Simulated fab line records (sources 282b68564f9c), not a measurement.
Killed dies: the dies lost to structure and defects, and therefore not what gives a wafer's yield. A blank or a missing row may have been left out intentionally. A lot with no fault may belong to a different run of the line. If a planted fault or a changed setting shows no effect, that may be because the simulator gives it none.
Problem report, 8D (eight disciplines) form, completed by code -- flow rit_cmos -- the parts of the form that need people (team, actions taken, sign-off) are left out

== 1. THE ISSUE ==
Mean of heater_power_total_W at RIT_PRETRO_SOFTBAKE_02: 35.57 W across 6 wafers in 2 lots; on wafers with no fault it is 34.56 W (standard deviation 0.048). Relative to the usual mean, that is a shift of +21 standard deviations.
The step: time 60 s.
First seen on wafer L583.2, day 4 23:07, on litho_track-03. The record has a number at this step for 42 wafers belonging to 14 lots. Rule for "out" (also "out of limits"): further than 4 standard deviations from the usual mean. The other wafers with a number count as sound.

== 2. WHAT IT IS, WHAT IT ISN'T ==
question,is,is not
which readings at this step,"heater_power_total_W, plate_temp_C",-
which lots,"L583, L584","L571, L572, L574, L575, L576, L577, L578, L580, L581, L582, L585, L587"
which wafers of those lots,all that have a number,-
read on which tools,litho_track-03,"litho_track-01, litho_track-02"
when,from day 4 23:07,"up to then (30 sound wafers); but 6 sound wafers of L585, L587 came after"

== 3. SUSPECTS, AND WHAT RULES EACH OUT ==
Counting: any tool at a process step up to the reading is kept as a suspect provided that every lot that is out went through it and no sound lot did after the first of them.
- litho_track-03 at RIT_PRETRO_SOFTBAKE_02 (time 60 s): kept. Every lot that is out went through it, starting with L583 (day 4 23:07), and after that it ran no sound lot; the last sound lot it ran before then is L582 (day 4 18:08). On those wafers its own readings are out: heater_power_total_W, plate_temp_C.
Remaining after the count: litho_track-03 at RIT_PRETRO_SOFTBAKE_02.

== 4. THE CAUSE (what the simulator had put in) ==
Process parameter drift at RIT_PRETRO_SOFTBAKE_02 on litho_track-03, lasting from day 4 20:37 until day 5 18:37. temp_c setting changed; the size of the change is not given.
The count eliminated every tool but this one.

== 5. THE EFFECT CHAIN, in route order ==
One row per reading whose mean, taken over the struck wafers that have a number, lies over 3 standard deviations from the usual. Readings are gone through only where the record gives a usual standard deviation; hours: the median, over the lots, of the time from a lot's start at the first step in this table giving one to that lot's start at this step; sigmas: the change measured in usual standard deviations.
hours,step,reading,usual,on struck wafers,change,sigmas
0,RIT_PRETRO_SOFTBAKE_02,heater_power_total_W,34.56 W,35.57,+1.01,+21
0,RIT_PRETRO_SOFTBAKE_02,plate_temp_C,89.99 C,91.98,+1.99,+17
Its process steps:
- RIT_PRETRO_SOFTBAKE_02: time 60 s.

== 6. HOW IT WOULD HAVE BEEN CAUGHT EARLIER ==
First out-of-limits reading in this record: day 4 23:07, which is 2 hours after fault onset at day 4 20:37.
